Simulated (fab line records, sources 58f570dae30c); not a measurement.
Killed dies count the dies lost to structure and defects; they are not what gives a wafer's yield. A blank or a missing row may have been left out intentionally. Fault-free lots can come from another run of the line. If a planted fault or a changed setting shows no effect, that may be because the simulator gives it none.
A struck lot beside a sound one :: flow berkeley_cmos170 :: 13 steps out of a route of 331
Sound: the wafers L928.2, L928.4, L928.5. Wafers struck: L930.3, L930.4, L930.6. The cause is given at the end.
Order at every step that has rows: each side's tool, ch and its chambers, its first start. Under that, the readings that differ: sound wafers :: struck wafers :: difference of the means :: sigmas: that difference in standard deviations of wafers without a fault.
alike: same words and numbers on both sides, and readings whose means sit less than 2 such deviations apart. not compared: any withheld reading, any reading some wafer has no value for, any bound like >300 that may hide the same value, and any number with overlapping values for which the record gives no deviation.
Wherever a step has rows on one side only, a row that says differs or no value, or a row with sigmas, the two part there. When numbers do not overlap yet have no deviation, they are printed without sigmas and do not part them. A reading that every wafer of one side lacks parts them only if that side has two wafers or more.

UCB170_START_BOW_MEAS_00:
  sound on film_metro-01, day 4 03:01; struck on film_metro-04, day 4 13:02
  alike: INCOMING_BOW
then, 2 steps without rows for these wafers: UCB170_START_CLEAN_01 (cleans in dHF, time 60 s); UCB170_START_OXIDATION_02 (target thk 20 nm, ox time 1800 s).
UCB170_START_THK_MEAS_03:
  sound on film_metro-01, day 4 08:58; struck on film_metro-01, day 4 18:58
  alike: START_OXIDE_THK
then, 6 steps without rows for these wafers: UCB170_START_ANNEAL_04 (time 1200 s); UCB170_ZERO_HMDS_00 (prime time 60 s); UCB170_ZERO_COAT_01 (resist thk 900 nm); UCB170_ZERO_SOFTBAKE_02 (time 60 s); UCB170_ZERO_EXPOSE_03 (exposes mask PM MARKS, target cd 4000 nm); UCB170_ZERO_PEB_04.
UCB170_ZERO_DEVELOP_05: develop time 45 s.
  struck on litho_track-01, day 5 02:00; sound on litho_track-01 ch 0, day 4 14:00
  no value came back on the struck wafers for chill_plate_temp_C (C), develop_time_s (s); on the sound wafers chill_plate_temp_C (C) reads 22.96 23.33 23.23
reading: model.KrF_of_ZERO_COAT_01.thk_nm (nm)
sound: 887.9 889.1 887.3
struck: 898.3 899.5 898.5
difference: +10.7
sigmas: 
UCB170_ZERO_ETCH_06: etches SiO2 in CHF3/CF4/Ar, time 12 s.
  sound on rie_diel-01 ch 0,2,3, day 4 14:17; struck on rie_diel-01 ch 0,1,3, day 5 02:07
reading: oes_product_au (a.u.)
sound: 0.626 0.605 0.627
struck: 0.372 0.376 0.382
difference: -0.243
sigmas: -22
  alike: CHF3_flow_sccm, drypump_motor_current_A, rf_fwd_power_W, throttle_valve_pct
  not compared: rf_hours_counter_h
UCB170_ZERO_STRIP_07: strips in O2.
  sound on plasma_asher-01 ch 0,1, day 4 14:19; struck on plasma_asher-03 ch 0,1, day 5 02:11
reading: strip_time_to_endpoint_s (s)
sound: 21.53 21.56 21.50
struck: 21.77 21.81 21.79
difference: +0.26
sigmas: +4
  alike: drypump_motor_current_A, oes_product_au
  not compared: rf_hours_counter_h

WHERE THEY PART
Earliest at UCB170_ZERO_DEVELOP_05; latest, in this record, at UCB170_ZERO_STRIP_07.

WHY: whatever the simulator had introduced
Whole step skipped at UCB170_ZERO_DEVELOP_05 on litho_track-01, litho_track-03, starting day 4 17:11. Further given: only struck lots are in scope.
